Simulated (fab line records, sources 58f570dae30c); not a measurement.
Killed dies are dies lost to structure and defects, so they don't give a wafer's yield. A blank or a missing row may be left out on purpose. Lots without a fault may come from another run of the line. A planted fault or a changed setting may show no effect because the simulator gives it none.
Which tool did it? | flow berkeley_cmos170 | 14 lots, 42 wafers sampled, at 4 steps of a route of 331

WHAT THE GAUGES READ, wafer by wafer
UCB170_WELLDRIVE_THK_MEAS_02. Usual: WELLDRIVE_OXIDE_THK 200 nm, standard deviation 4.
lot  | measured    | on            | WELLDRIVE_OXIDE_THK (nm) | flag
L889 | day 3 16:28 | film_metro-02 | 209 207 210              |
L888 | day 3 16:28 | film_metro-04 | 205 205 205              |
L891 | day 3 21:22 | film_metro-03 | 199 197 198              |
L893 | day 4 14:10 | film_metro-04 | 204 200 201              |
L894 | day 4 22:49 | film_metro-04 | 197 199 197              |
L897 | day 5 10:07 | film_metro-04 | 199 201 203              |
L898 | day 5 19:06 | film_metro-02 | 194 199 200              |
L900 | day 6 01:47 | film_metro-03 | 199 196 198              |
L901 | day 6 10:53 | film_metro-03 | 193 197 195              |
L906 | day 7 06:42 | film_metro-03 | 203 198 199              |
L907 | day 7 17:25 | film_metro-03 | 197 194 194              |
L909 | day 7 22:18 | film_metro-04 | 200 202 200              |
L911 | day 8 07:10 | film_metro-02 | 201 198 200              |
L910 | day 8 07:10 | film_metro-04 | 198 205 199              |

UCB170_PVT_TW_MEAS_09. Usual: PVT_TW 508, standard deviation 3.2.
lot  | measured     | on            | PVT_TW      | flag
L889 | day 6 00:07  | film_metro-03 | 505 506 507 |
L888 | day 6 00:13  | film_metro-01 | 514 515 513 |
L891 | day 5 23:55  | film_metro-03 | 503 505 505 |
L893 | day 6 11:44  | film_metro-01 | 517 510 515 |
L894 | day 7 08:16  | film_metro-04 | 507 504 504 |
L897 | day 7 12:03  | film_metro-03 | 507 506 507 |
L898 | day 7 23:01  | film_metro-04 | 505 503 502 |
L900 | day 8 06:46  | film_metro-04 | 506 506 505 |
L901 | day 8 11:25  | film_metro-01 | 511 511 509 |
L906 | day 9 13:28  | film_metro-01 | 444 442 440 | OFF
L907 | day 10 08:58 | film_metro-03 | 444 447 446 | OFF
L909 | day 10 09:19 | film_metro-04 | 508 506 509 |
L911 | day 10 14:14 | film_metro-01 | 510 509 509 |
L910 | day 10 14:17 | film_metro-03 | 510 510 511 |

WHICH TOOL RAN EACH LOT (tool, then ch and the chambers of the sampled wafers, then the start)
lot  | UCB170_PWELL_STRIP_16               | UCB170_PVT_IMPLANT_07
L889 | plasma_asher-04 ch 0,1, day 3 05:35 | implanter-04 ch 0, day 5 23:54
L888 | plasma_asher-03 ch 0,1, day 3 05:47 | implanter-01 ch 0, day 5 23:59
L891 | plasma_asher-02 ch 0,1, day 3 10:31 | implanter-03 ch 0, day 5 23:41
L893 | plasma_asher-02 ch 0,1, day 4 02:14 | implanter-03 ch 0, day 6 11:31
L894 | plasma_asher-04 ch 0,1, day 4 10:39 | implanter-04 ch 0, day 7 08:04
L897 | plasma_asher-03 ch 0,1, day 4 23:02 | implanter-01 ch 0, day 7 11:49
L898 | plasma_asher-03 ch 0,1, day 5 07:11 | implanter-03 ch 0, day 7 22:46
L900 | plasma_asher-04 ch 0,1, day 5 15:32 | implanter-01 ch 0, day 8 06:31
L901 | plasma_asher-03 ch 0,1, day 6 00:52 | implanter-01 ch 0, day 8 11:10
L906 | plasma_asher-03 ch 0,1, day 6 17:57 | implanter-03 ch 0, day 9 13:13
L907 | plasma_asher-03 ch 0,1, day 7 06:26 | implanter-03 ch 0, day 10 08:45
L909 | plasma_asher-03 ch 0,1, day 7 11:02 | implanter-04 ch 0, day 10 09:04
L911 | plasma_asher-03 ch 0,1, day 7 19:28 | implanter-04 ch 0, day 10 13:59
L910 | plasma_asher-04 ch 0,1, day 7 19:38 | implanter-01 ch 0, day 10 14:02
- UCB170_PWELL_STRIP_16: strips in O2.
- UCB170_PVT_IMPLANT_07

WHAT THE TOOLS THEMSELVES READ (means of the sampled wafers that have a number; where no wafer has one, the mark that the record gives instead)
UCB170_PWELL_STRIP_16. Usual: chamber_pressure_mTorr 3500 mTorr, standard deviation 3.3; drypump_motor_current_A 5.5 A, standard deviation 0.41; oes_product_au 0.721 a.u., standard deviation 0.0048; strip_time_to_endpoint_s 18.04 s, standard deviation 0.068.
lot  | tool            | chamber_pressure_mTorr (mTorr) | drypump_motor_current_A (A) | oes_product_au (a.u.) | strip_time_to_endpoint_s (s) | flag
L889 | plasma_asher-04 | 3504                           | 5.8                         | 0.722                 | 18.05                        |
L888 | plasma_asher-03 | 3497                           | 5.6                         | 0.721                 | 17.97                        |
L891 | plasma_asher-02 | 3502                           | 5.0                         | 0.718                 | 18.04                        |
L893 | plasma_asher-02 | 3499                           | 5.2                         | 0.720                 | 18.11                        |
L894 | plasma_asher-04 | 3500                           | 5.3                         | 0.723                 | 18.00                        |
L897 | plasma_asher-03 | 3499                           | 5.7                         | 0.718                 | 18.12                        |
L898 | plasma_asher-03 | 3498                           | 5.6                         | 0.723                 | 18.03                        |
L900 | plasma_asher-04 | 3501                           | 5.3                         | 0.722                 | 17.98                        |
L901 | plasma_asher-03 | 3500                           | 5.6                         | 0.720                 | 18.06                        |
L906 | plasma_asher-03 | 3503                           | 5.7                         | 0.723                 | 18.15                        |
L907 | plasma_asher-03 | 3498                           | 5.6                         | 0.723                 | 17.96                        |
L909 | plasma_asher-03 | 3503                           | 5.6                         | 0.718                 | 18.05                        |
L911 | plasma_asher-03 | 3501                           | 5.7                         | 0.722                 | 18.05                        |
L910 | plasma_asher-04 | 3498                           | 5.3                         | 0.722                 | 18.08                        |

UCB170_PVT_IMPLANT_07. Usual: beam_energy_keV 30.001, standard deviation 0.011; dose_ions_cm2 1.9997e+12, standard deviation 2e+09; faraday_current_uA 6.34, standard deviation 0.13.
lot  | tool         | beam_energy_keV | dose_ions_cm2 | faraday_current_uA | flag
L889 | implanter-04 | 29.984          | 2.0016e+12    | 6.38               |
L888 | implanter-01 | 30.011          | 1.9980e+12    | 6.26               |
L891 | implanter-03 | 30.006          | 1.9995e+12    | 6.27               |
L893 | implanter-03 | 30.004          | 1.9999e+12    | 6.40               |
L894 | implanter-04 | 30.002          | 1.9989e+12    | 6.36               |
L897 | implanter-01 | 29.997          | 2.0000e+12    | 6.27               |
L898 | implanter-03 | 29.996          | 1.9997e+12    | 6.34               |
L900 | implanter-01 | 30.008          | 2.0011e+12    | 6.30               |
L901 | implanter-01 | 30.004          | 1.9993e+12    | 6.30               |
L906 | implanter-03 | 29.999          | 1.2677e+12    | 3.99               | OFF
L907 | implanter-03 | 29.997          | 1.2696e+12    | 4.02               | OFF
L909 | implanter-04 | 29.999          | 1.9973e+12    | 6.35               |
L911 | implanter-04 | 29.996          | 1.9972e+12    | 6.35               |
L910 | implanter-01 | 29.985          | 2.0003e+12    | 6.24               |

THE ANSWER, worked out from the rows above alone
Rule: a lot is off if the mean of its wafers that have a number lies more than 3 standard deviations from the usual mean. A lot without any number at a reading at which 4 lots or more have one is off too. The other lots that the step has rows for count as sound. The gauges are gone through in route order, then the tools' own readings, and for those a lot's mean is taken as printed above. The first step at which some lot is off is used, and at that step the reading that is off furthest; a lot without a number counts as furthest.
Off: L906, L907, at UCB170_PVT_TW_MEAS_09 (PVT_TW).
A tool fits if, at a process step before that reading, it ran every lot that is off, and no sound lot after the first of them. The gauges at UCB170_PVT_TW_MEAS_09 aren't tried: what is off there is off at UCB170_PVT_IMPLANT_07 too, on other tools, and a gauge's error can't cause that. One fits: implanter-03 at UCB170_PVT_IMPLANT_07. Its last sound lot is L898 (day 7 22:46), its first lot that is off L906 (day 9 13:13): a fault that began between those two fits.
The tool's own readings at UCB170_PVT_IMPLANT_07 bear it out: on the lots that are off they differ by more than 5 times the standard deviation of the sound lots' means. dose_ions_cm2 reads 1.2686e+12 there against 1.9994e+12 on the sound lots; faraday_current_uA reads 4.00 there against 6.32 on the sound lots.

WHAT THE SIMULATOR HAD PUT IN
Process parameter drift: implanter-03, from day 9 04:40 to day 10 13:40, at UCB170_PVT_IMPLANT_07. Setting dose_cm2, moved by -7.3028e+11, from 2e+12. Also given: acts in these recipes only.
Lots struck among those shown: L906, L907. The rule above found the same.
